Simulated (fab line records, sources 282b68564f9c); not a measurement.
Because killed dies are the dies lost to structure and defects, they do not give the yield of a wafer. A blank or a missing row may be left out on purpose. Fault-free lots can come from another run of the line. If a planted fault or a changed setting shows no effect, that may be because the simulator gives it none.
Which tool is to blame? || flow rit-cmos || 18 wafers from 6 lots sampled at 2 of the route's 202 steps

== WHAT EACH GAUGE READ, for each wafer ==
RIT_SILICIDE_RS_MEAS_02: measurement is done with a four-point probe.
{"lot": "L353", "measured": "day 3 13:19", "on": "film-metro-02", "SILICIDE_TI_RS (ohm/sq)": "50.1 48.9 48.9"}
{"lot": "L355", "measured": "day 4 01:12", "on": "film-metro-01", "SILICIDE_TI_RS (ohm/sq)": "51.0 50.9 50.4"}
{"lot": "L357", "measured": "day 4 10:33", "on": "film-metro-02", "SILICIDE_TI_RS (ohm/sq)": "49.7 49.4 49.8"}
{"lot": "L360", "measured": "day 5 03:17", "on": "film-metro-01", "SILICIDE_TI_RS (ohm/sq)": "58.5 49.3 58.6"}
{"lot": "L366", "measured": "day 6 07:04", "on": "film-metro-01", "SILICIDE_TI_RS (ohm/sq)": "49.2 49.2 49.6"}
{"lot": "L370", "measured": "day 7 00:49", "on": "film-metro-02", "SILICIDE_TI_RS (ohm/sq)": "49.2 50.0 49.5"}

== TOOL THAT RAN EACH LOT (tool first, then ch and the chambers of the sampled wafers, then the start) ==
{"lot": "L353", "RIT_SILICIDE_SPUTTER_01": "pvd-sputter-04, day 3 13:08"}
{"lot": "L355", "RIT_SILICIDE_SPUTTER_01": "pvd-sputter-04, day 4 01:03"}
{"lot": "L357", "RIT_SILICIDE_SPUTTER_01": "pvd-sputter-04, day 4 10:24"}
{"lot": "L360", "RIT_SILICIDE_SPUTTER_01": "pvd-sputter-03, day 5 03:08"}
{"lot": "L366", "RIT_SILICIDE_SPUTTER_01": "pvd-sputter-02, day 6 06:54"}
{"lot": "L370", "RIT_SILICIDE_SPUTTER_01": "pvd-sputter-02, day 7 00:40"}
- RIT_SILICIDE_SPUTTER_01: material Ti, target thk 30 nm, time 240 s.

== THE ANSWER, worked out from the rows above alone ==
Rule: the usual values come from the lots themselves. The widest of any qualifying gaps counts: lots, ordered by their means at a reading, are off when they make up no more than a third of the lots, leave a main group of 4 or more, and stand apart from it by 3 or more times the standard deviation of that group's means. A main group whose means are all the same, to the digits that the tables above print for the reading, isn't used. Also off: a lot with no number at a reading for which 4 or more lots have one. Where the step has rows for the other lots, those lots are counted as sound.
Off: at RIT_SILICIDE_RS_MEAS_02 (SILICIDE_TI_RS), L360. Main group: mean 49.7 ohm/sq, sd 0.54.
A tool fits if, at a process step before that reading, it ran every lot that is off, and no sound lot after the first of them. Those tools and the gauges at RIT_SILICIDE_RS_MEAS_02 are tried in the same way. One fits: pvd-sputter-03 at RIT_SILICIDE_SPUTTER_01. It ran no sound lot before its first lot that is off in this sample, so the start can't be narrowed down.

== WHAT HAD BEEN PUT IN BY THE SIMULATOR ==
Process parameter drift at RIT_SILICIDE_SPUTTER_01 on pvd-sputter-03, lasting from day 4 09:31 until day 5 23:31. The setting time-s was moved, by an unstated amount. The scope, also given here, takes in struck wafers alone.
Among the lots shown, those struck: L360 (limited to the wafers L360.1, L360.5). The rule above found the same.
